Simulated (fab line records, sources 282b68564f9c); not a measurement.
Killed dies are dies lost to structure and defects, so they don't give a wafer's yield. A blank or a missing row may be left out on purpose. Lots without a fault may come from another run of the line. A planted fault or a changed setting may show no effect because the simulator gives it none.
Split-lot experiment | flow rit_cmos | 5 lots, 23 wafers read, on a route of 202 steps

THE SPLIT
At RIT_PWELL_COAT_01 (resist thk 1300 nm), the setting resist_thk_nm was moved away from the recipe's 1300 nm on 11 of the 23 wafers read, by -5.5% to -2.4%. The other wafers ran this setting at the recipe's value.

FROM THE SPLIT TO THE READING: what the file shows between them, 3 steps
- RIT_PWELL_SOFTBAKE_02: time 60 s
- RIT_PWELL_EXPOSE_03: exposes mask M3, target cd 43700 nm
- RIT_PWELL_DEVELOP_05: develop time 68 s

THE READING
NOVOLAK_of_PWELL_COAT_01.thk_nm (the simulator's own value, which no gauge read), in nm, at RIT_PWELL_HARDBAKE_07 (time 120 s). The file gives no usual value for it. The 12 wafers here that ran the recipe average 1139 nm, standard deviation 2.9 nm.

wafer  | tool, chamber at the split | resist_thk_nm as run, nm | against the recipe | NOVOLAK_of_PWELL_COAT_01.thk_nm, nm | against lot-mates on the recipe
L074.1 | litho_track-01, 0          | 1300                     | recipe             | 1143                                | -
L074.2 | litho_track-01, 0          | 1300                     | recipe             | 1140                                | -
L074.3 | litho_track-01, 0          | 1269                     | -2.4%              | 1111                                | -30
L074.6 | litho_track-01, 0          | 1269                     | -2.4%              | 1111                                | -30
L074.4 | litho_track-01, 0          | 1269                     | -2.4%              | 1112                                | -30
L075.1 | litho_track-01, 0          | 1300                     | recipe             | 1135                                | -
L075.2 | litho_track-01, 0          | 1300                     | recipe             | 1136                                | -
L075.4 | litho_track-01, 0          | 1262                     | -2.9%              | 1100                                | -36
L075.5 | litho_track-01, 0          | 1262                     | -2.9%              | 1101                                | -34
L075.6 | litho_track-01, 0          | 1262                     | -2.9%              | 1102                                | -34
L078.1 | litho_track-02, 0          | 1300                     | recipe             | 1142                                | -
L078.3 | litho_track-02, 0          | 1300                     | recipe             | 1141                                | -
L078.4 | litho_track-02, 0          | 1300                     | recipe             | 1141                                | -
L080.1 | litho_track-02, 0          | 1228                     | -5.5%              | 1077                                | -60
L080.2 | litho_track-02, 0          | 1228                     | -5.5%              | 1075                                | -62
L080.3 | litho_track-02, 0          | 1300                     | recipe             | 1137                                | -
L080.4 | litho_track-02, 0          | 1300                     | recipe             | 1140                                | -
L080.6 | litho_track-02, 0          | 1300                     | recipe             | 1134                                | -
L084.1 | litho_track-01, 0          | 1300                     | recipe             | 1142                                | -
L084.2 | litho_track-01, 0          | 1244                     | -4.3%              | 1091                                | -49
L084.4 | litho_track-01, 0          | 1244                     | -4.3%              | 1091                                | -49
L084.3 | litho_track-01, 0          | 1300                     | recipe             | 1138                                | -
L084.5 | litho_track-01, 0          | 1244                     | -4.3%              | 1094                                | -46

THE FIT
A straight line over all 23 wafers: NOVOLAK_of_PWELL_COAT_01.thk_nm changes by +11.4 nm for each +1% of resist_thk_nm; r = +0.99; the points scatter about the line by 3 nm.
The same after taking each lot's own level away (the mean of its wafers on the recipe; 23 wafers): +11.2 nm for each +1%; r = +1.00; scatter 2 nm.
On that fit, the largest move of resist_thk_nm shifts the reading by 62 nm.
The lots' own levels span 1135.5 to 1141.5 nm, that is 2.1 times the standard deviation above.
So the lot-to-lot level changes the slope little: the two slopes agree.
Check: with one of the wafers moved furthest among these (-5.5%) left out of the fit, the line predicts -63.4 nm for it against its lot-mates. It came out at -60 nm against them.

OTHER SPLITS ON THESE WAFERS
These wafers also went through other splits before the reading. Each is held against what the fit with the lots' levels taken away leaves over:
other split on the same wafers       | wafers away from the commonest value | r with NOVOLAK_of_PWELL_COAT_01.thk_nm (lot level and that fit taken away)
RIT_ACTIVE_OXIDATION_01 ox_time_s    | 18                                   | -0.31
RIT_ACTIVE_DEVELOP_10 develop_time_s | 11                                   | -0.05
RIT_FOX2_OXIDATION_00 ox_time_s      | 10                                   | -0.31

THE WHOLE CHAIN: every reading that the file lists as answering this split, in the file's order
step                  | what it does       | reading                                                                          | change (the file's fit)              | r (the file's)
RIT_PWELL_COAT_01     | resist thk 1300 nm | NOVOLAK_of_PWELL_COAT_01.thk_nm (the simulator's own value, which no gauge read) | +13.1 nm for each +1% of the setting | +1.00
RIT_PWELL_HARDBAKE_07 | time 120 s         | NOVOLAK_of_PWELL_COAT_01.thk_nm (the simulator's own value, which no gauge read) | +11.3 nm for each +1% of the setting | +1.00

THE FILE'S OWN FIT
NOVOLAK_of_PWELL_COAT_01.thk_nm changes by +11.3 nm for each +1% of resist_thk_nm, r = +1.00.
